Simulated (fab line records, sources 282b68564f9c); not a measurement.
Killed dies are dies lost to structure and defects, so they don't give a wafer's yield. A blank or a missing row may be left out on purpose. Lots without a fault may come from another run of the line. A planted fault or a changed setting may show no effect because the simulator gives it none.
Which tool did it? | flow rit_cmos | 7 lots, 21 wafers sampled, at 3 steps of a route of 202

WHAT THE GAUGES READ, wafer by wafer
RIT_NSD_TW_MEAS_10.
lot  | measured    | on            | NSD_TW
L753 | day 3 05:53 | film_metro-02 | 3106 3116 3110
L756 | day 3 20:55 | film_metro-04 | 3131 3123 3129
L759 | day 4 11:44 | film_metro-04 | 3120 3110 3103
L761 | day 4 21:42 | film_metro-02 | 3099 3121 3111
L765 | day 5 17:14 | film_metro-04 | 3342 3338 3338
L768 | day 6 07:11 | film_metro-02 | 3127 3121 3137
L774 | day 7 13:04 | film_metro-03 | 3127 3117 3132

WHICH TOOL RAN EACH LOT (tool, then ch and the chambers of the sampled wafers, then the start)
lot  | RIT_NSD_IMPLANT_08             | RIT_NSD_STRIP_09
L753 | implanter-02 ch 0, day 3 05:35 | plasma_asher-02 ch 0,1, day 3 05:44
L756 | implanter-01 ch 0, day 3 20:35 | plasma_asher-02 ch 0,1, day 3 20:44
L759 | implanter-02 ch 0, day 4 11:28 | plasma_asher-03 ch 0,1, day 4 11:35
L761 | implanter-04 ch 0, day 4 21:23 | plasma_asher-02 ch 0,1, day 4 21:32
L765 | implanter-02 ch 0, day 5 16:56 | plasma_asher-01 ch 0, day 5 17:04
L768 | implanter-04 ch 0, day 6 06:53 | plasma_asher-03 ch 0,1, day 6 07:02
L774 | implanter-04 ch 0, day 7 12:45 | plasma_asher-02 ch 0,1, day 7 12:54
- RIT_NSD_IMPLANT_08
- RIT_NSD_STRIP_09: strips in O2, time 180 s.

THE ANSWER, worked out from the rows above alone
Rule: what is usual is taken from the lots themselves. Put in order of their means at a reading, lots are off if they are a third of the lots or fewer, leave a main group of 4 or more, and stand apart from it by a gap of 3 or more times the standard deviation of the main group's means; of several such gaps the widest counts. A main group whose means are all the same, to the digits that the tables above print for the reading, isn't used. A lot without any number at a reading at which 4 lots or more have one is off too. The other lots that the step has rows for count as sound.
Off: L765, at RIT_NSD_TW_MEAS_10 (NSD_TW). The main group: mean 3119, standard deviation 8.3.
A tool fits if, at a process step before that reading, it ran every lot that is off, and no sound lot after the first of them. The gauges at RIT_NSD_TW_MEAS_10 are tried like those tools. Can't be told from this: 3 tools fit, implanter-02 at RIT_NSD_IMPLANT_08, plasma_asher-01 at RIT_NSD_STRIP_09, film_metro-04 at RIT_NSD_TW_MEAS_10.

WHAT THE SIMULATOR HAD PUT IN
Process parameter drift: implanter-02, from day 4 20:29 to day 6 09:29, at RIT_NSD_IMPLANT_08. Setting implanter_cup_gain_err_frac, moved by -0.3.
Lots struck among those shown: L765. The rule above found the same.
